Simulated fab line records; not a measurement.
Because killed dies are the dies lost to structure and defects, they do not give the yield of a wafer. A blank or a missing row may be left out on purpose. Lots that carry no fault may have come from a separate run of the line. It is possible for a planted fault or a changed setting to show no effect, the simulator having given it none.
Which of the tools did it? | flow berkeley cmos170 | 14 lots (42 wafers sampled), 1 step of a 331-step route

WHAT THE GAUGES READ, wafer by wafer
Not one reading of a measure or inspect step in the record can be checked against a usual standard deviation.

WHAT TOOL EACH LOT RAN ON (gives the tool, then ch and the chambers of the sampled wafers, and finally the start)
lot  | UCB170_NWELL_PEB_10
L337 | litho track-03 ch 0, day 2 19:47
L340 | litho track-02 ch 0, day 3 07:50
L342 | litho track-01 ch 0, day 3 23:12
L343 | litho track-03 ch 0, day 4 02:18
L345 | litho track-02 ch 0, day 4 09:07
L344 | litho track-03, day 4 09:16
L347 | litho track-02, day 4 22:53
L350 | litho track-01 ch 0, day 5 16:32
L352 | litho track-02 ch 0, day 6 14:19
L353 | litho track-03 ch 0, day 6 14:26
L354 | litho track-02 ch 0, day 6 22:20
L355 | litho track-02 ch 0, day 6 22:38
L356 | litho track-01 ch 0, day 7 05:23
L358 | litho track-03 ch 0, day 7 05:34
- UCB170_NWELL_PEB_10

AS READ BY THE TOOLS THEMSELVES (means over the sampled wafers that have a number; for cases with no such wafer, the mark the record gives instead)
UCB170_NWELL_PEB_10.
lot  | tool           | chill plate temp C (C) | exhaust pa (Pa) | plate temp C (C)
L337 | litho track-03 | 23.06                  | 44.3            | 130.02
L340 | litho track-02 | 22.95                  | 45.3            | 129.92
L342 | litho track-01 | 23.01                  | 44.1            | 130.04
L343 | litho track-03 | 23.01                  | 45.8            | 129.97
L345 | litho track-02 | 23.09                  | 45.2            | 130.19
L344 | litho track-03 | -                      | -               | -
L347 | litho track-02 | -                      | -               | -
L350 | litho track-01 | 22.99                  | 44.4            | 129.96
L352 | litho track-02 | 23.05                  | 45.6            | 129.98
L353 | litho track-03 | 23.04                  | 45.1            | 129.94
L354 | litho track-02 | 22.95                  | 45.7            | 130.06
L355 | litho track-02 | 22.89                  | 44.4            | 129.91
L356 | litho track-01 | 23.03                  | 44.3            | 130.03
L358 | litho track-03 | 23.01                  | 45.1            | 129.97

THE ANSWER, worked out from the rows above alone
Rule: the usual values come from the lots themselves. Put in order of their means at a reading, lots are off if they are a third of the lots or fewer, leave a main group of 4 or more, and stand apart from it by a gap of 3 or more times the standard deviation of the main group's means; of several such gaps the widest counts. The tables above print the reading to a certain number of digits; a main group whose means all agree to those digits is not used. A lot without any number at a reading at which 4 lots or more have one is off too. Where the step has rows for the other lots, those lots are counted as sound. First the gauges in route order, then the tools' own readings, where a lot's mean is used as printed above. The first step at which some lot is off is used, and at that step the reading that is off furthest; a lot without a number counts as furthest.
Off at UCB170_NWELL_PEB_10 (chill plate temp C): L344, L347. Without a number there: L344, L347. The main group: mean 23.01 C, standard deviation 0.053.
A tool fits if, at that step or a process step before it, it ran every lot that is off, and no sound lot after the first of them. None of those tried fits.

WHAT THE SIMULATOR HAD PUT IN
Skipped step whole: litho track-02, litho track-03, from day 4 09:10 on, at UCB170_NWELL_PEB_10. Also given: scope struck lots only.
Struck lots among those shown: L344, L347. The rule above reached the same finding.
